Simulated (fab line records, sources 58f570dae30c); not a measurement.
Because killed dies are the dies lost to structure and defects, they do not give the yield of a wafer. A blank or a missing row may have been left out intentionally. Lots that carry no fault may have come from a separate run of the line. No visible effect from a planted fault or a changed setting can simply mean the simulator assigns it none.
Problem report in the 8D (eight disciplines) form, filled by code / flow berkeley-cmos170 / the parts of the form that need people (team, actions taken, sign-off) are left out

## 1. WHAT IS WRONG
NLDD_TW at UCB170_NLDD_TW_MEAS_11 reads a mean of 2118 on 9 wafers of 3 lots; wafers without a fault read 2233 with a standard deviation of 19. That puts it -6.0 standard deviations away from the usual mean.
First observed at day 9 21:07: wafer L192.1, on film-metro-03. At this step, 45 wafers from 15 lots have a number in the record. Rule for "out" (also "out of limits"): further than 4 standard deviations from the usual mean. Any other wafer with a number is counted as sound.

## 2. WHAT IT IS, AND WHAT IT ISN'T
question=which readings at this step | is=NLDD_TW | is not=-
question=which lots | is=L189, L190, L192 | is not=L183, L184, L185, L186, L194, L197, L198, L200, L202, L203, L204, L205
question=which wafers of those lots | is=all that have a number | is not=-
question=read on which gauges | is=film-metro-03, film-metro-04 | is not=film-metro-01
question=when | is=from day 9 21:07 | is not=up to then (12 sound wafers); but 24 sound wafers of L194, L197, L198, L200, L202, L203, L204, L205 came after

## 3. THE SUSPECTS, EACH WITH WHAT RULES IT OUT
Counting: a tool stays on the suspect list if, at a process step up to the reading, it processed all lots that are out and no sound lot following the first of them.
- ruled out: the gauge at UCB170_NLDD_TW_MEAS_11. The wafers that are out were read on 2 gauges (film-metro-03, film-metro-04).
- implanter-03 at UCB170_NLDD_IMPLANT_08: kept. All lots that are out passed through it, beginning with L192 at day 9 20:43, and no sound lot followed; its final sound lot before that point was L184 at day 8 15:35. Its own dose-ions-cm2, faraday-current-uA readings are out on those wafers.
The count leaves implanter-03 at UCB170_NLDD_IMPLANT_08.

## 4. THE CAUSE (what the simulator had put in)
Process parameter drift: implanter-03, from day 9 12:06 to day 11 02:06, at UCB170_NLDD_IMPLANT_08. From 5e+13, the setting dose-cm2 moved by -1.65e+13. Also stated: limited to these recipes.
The count eliminated every tool but this one.

## 5. SEQUENCE OF EFFECTS, ordered by route
Each row: a reading whose mean over the struck wafers that have a number lies more than 3 standard deviations from the usual. Scope: only readings with a usual standard deviation given in the record; hours: median across lots of the time from each lot's start at the first step in this table that gives one to its start at this step; sigmas: change in usual standard deviations.
hours=0; step=UCB170_NLDD_IMPLANT_08; reading=dose-ions-cm2; usual=5e+13; on struck wafers=3e+13; change=-2e+13; sigmas=-99 or more
hours=0; step=UCB170_NLDD_IMPLANT_08; reading=faraday-current-uA; usual=158.6; on struck wafers=106.4; change=-52.2; sigmas=-18
hours=0; step=UCB170_NLDD_TW_MEAS_11; reading=NLDD_TW; usual=2233; on struck wafers=2118; change=-115; sigmas=-6.0
hours=13; step=UCB170_SDANNEAL_RS_MEAS_05; reading=NLDD_RS; usual=616.1 ohm/sq; on struck wafers=695.0; change=+78.9; sigmas=+46
Process steps it contains:
- UCB170_NLDD_IMPLANT_08
Later measuring or inspecting steps at which every struck wafer that the step has a row for has a number for every such reading, and none has moved that far: UCB170_V2_OVL_MEAS_13.

## 6. HOW IT WOULD HAVE BEEN CAUGHT EARLIER
In this record the first reading out of limits at a measuring or inspecting step was taken at day 9 21:07, 9 hours after the fault began at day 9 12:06.
At UCB170_NLDD_IMPLANT_08, the tool's own readings (dose-ions-cm2, faraday-current-uA) were out on each struck wafer the step has a row for, so an alarm limit on them would have fired on the first such wafer.
Of the lots that are out (3), L190, L189 began UCB170_NLDD_IMPLANT_08 on implanter-03 after day 9 21:07. A hold on the tool at that time would have spared those 2.
